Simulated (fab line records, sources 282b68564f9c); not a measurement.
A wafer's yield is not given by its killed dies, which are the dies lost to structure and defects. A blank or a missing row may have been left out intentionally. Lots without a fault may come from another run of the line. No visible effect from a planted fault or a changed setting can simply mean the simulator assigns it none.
Which tool is to blame? | flow rit cmos | 14 lots with 42 wafers sampled at 2 steps, on a route of 202 steps

== WHAT EACH GAUGE READ, for each wafer ==
RIT_ACTIVE_THK_MEAS_04.
lot  | measured    | on            | ACTIVE_NITRIDE_THK (nm)
L280 | day 1 13:39 | film metro-03 | 152.5 152.4 153.6
L283 | day 2 04:33 | film metro-04 | 150.6 149.6 149.4
L285 | day 2 14:39 | film metro-04 | 149.1 149.7 150.8
L286 | day 2 21:31 | film metro-03 | 151.9 151.3 151.6
L287 | day 3 01:21 | film metro-03 | 148.0 148.8 148.6
L288 | day 3 05:38 | film metro-03 | 149.9 149.8 151.0
L289 | day 3 11:51 | film metro-03 | 151.5 151.6 151.7
L290 | day 3 15:32 | film metro-04 | 150.5 149.9 148.4
L292 | day 4 01:32 | film metro-02 | 149.0 148.0 149.5
L293 | day 4 08:19 | film metro-03 | 153.0 153.1 152.7
L294 | day 4 11:32 | film metro-04 | 149.4 149.5 148.3
L295 | day 4 17:52 | film metro-02 | 149.8 150.9 149.8
L296 | day 4 22:07 | film metro-02 | 181.1 166.8 157.3
L297 | day 5 02:46 | film metro-03 | 180.3 164.4 155.4

== TOOL THAT RAN EACH LOT (tool first, then ch and the chambers of the sampled wafers, then the start) ==
lot  | RIT_ACTIVE_CVD_03
L280 | lpcvd-01 ch 1, day 1 12:13
L283 | lpcvd-01 ch 1, day 2 03:08
L285 | lpcvd-01 ch 0, day 2 13:13
L286 | lpcvd-02 ch 0, day 2 20:05
L287 | lpcvd-01 ch 1, day 2 23:56
L288 | lpcvd-01 ch 0, day 3 04:14
L289 | lpcvd-01 ch 1, day 3 10:25
L290 | lpcvd-01 ch 1, day 3 14:07
L292 | lpcvd-01 ch 0, day 4 00:07
L293 | lpcvd-02 ch 0, day 4 06:53
L294 | lpcvd-02 ch 0, day 4 10:07
L295 | lpcvd-01 ch 0, day 4 16:27
L296 | lpcvd-02 ch 0, day 4 20:41
L297 | lpcvd-02 ch 0, day 5 01:20
- RIT_ACTIVE_CVD_03: deposits Si3N4 from SiH2Cl2/NH3, target thk 150 nm, time 1500 s.

== AS READ BY THE TOOLS THEMSELVES (means over the sampled wafers that have a number; for cases with no such wafer, the mark the record gives instead) ==
RIT_ACTIVE_CVD_03.
lot  | tool     | spike tc centre C (C) | spike tc load C (C) | zone power centre pct (%) | zone power source pct (%)
L280 | lpcvd-01 | 813.3                 | 832.9               | 38.4                      | 20.05
L283 | lpcvd-01 | 813.5                 | 833.6               | 38.1                      | 19.96
L285 | lpcvd-01 | 811.2                 | 831.6               | 37.5                      | 20.00
L286 | lpcvd-02 | 814.4                 | 827.5               | 44.6                      | 20.20
L287 | lpcvd-01 | 813.9                 | 833.9               | 38.4                      | 19.97
L288 | lpcvd-01 | 812.5                 | 831.1               | 37.6                      | 19.92
L289 | lpcvd-01 | 815.0                 | 833.9               | 38.6                      | 20.28
L290 | lpcvd-01 | 813.5                 | 834.0               | 38.3                      | 20.01
L292 | lpcvd-01 | 813.1                 | 832.2               | 37.0                      | 20.01
L293 | lpcvd-02 | 814.1                 | 828.5               | 44.6                      | 20.35
L294 | lpcvd-02 | 813.4                 | 827.8               | 44.8                      | 20.12
L295 | lpcvd-01 | 813.0                 | 832.1               | 37.5                      | 19.94
L296 | lpcvd-02 | 841.8                 | 827.3               | 56.6                      | 18.75
L297 | lpcvd-02 | 841.7                 | 827.0               | 56.7                      | 18.83

== THE ANSWER, worked out from the rows above alone ==
Rule: what is usual is taken from the lots themselves. Put in order of their means at a reading, lots are off if they are a third of the lots or fewer, leave a main group of 4 or more, and stand apart from it by a gap of 3 or more times the standard deviation of the main group's means; of several such gaps the widest counts. Not used: any main group whose means are identical at the precision the tables above print for the reading. Also off: a lot with no number at a reading for which 4 or more lots have one. Where the step has rows for the other lots, those lots are counted as sound. The gauges are gone through in route order, then the tools' own readings, and for those a lot's mean is taken as printed above. The first step at which some lot is off is used, and at that step the reading that is off furthest; a lot without a number counts as furthest.
Off: at RIT_ACTIVE_THK_MEAS_04 (ACTIVE_NITRIDE_THK), L296, L297. Mean 150.4 nm and standard deviation 1.4 in the main group.
A tool fits if, at a process step before that reading, it ran every lot that is off, and no sound lot after the first of them. Not tried: the gauges at RIT_ACTIVE_THK_MEAS_04; whatever is off there is also off at RIT_ACTIVE_CVD_03, on other tools, and gauge error can't account for it. One fits: RIT_ACTIVE_CVD_03 on lpcvd-02. A fault onset in the window from L294 (day 4 10:07, its last sound lot) to L296 (day 4 20:41, its first lot off) fits.
The tool's own readings at RIT_ACTIVE_CVD_03 bear it out: on the lots that are off they differ by more than 5 times the standard deviation of the sound lots' means. spike tc centre C reads 841.8 C there against 813.4 C on the sound lots; zone power centre pct reads 56.7 % there against 39.6 % on the sound lots; zone power source pct reads 18.79 % there against 20.07 % on the sound lots.

== WHAT THE SIMULATOR PUT IN ==
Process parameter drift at RIT_ACTIVE_CVD_03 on lpcvd-02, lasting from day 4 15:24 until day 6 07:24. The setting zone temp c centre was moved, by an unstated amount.
Shown lots that were struck: L296, L297. This agrees with what the rule above found.
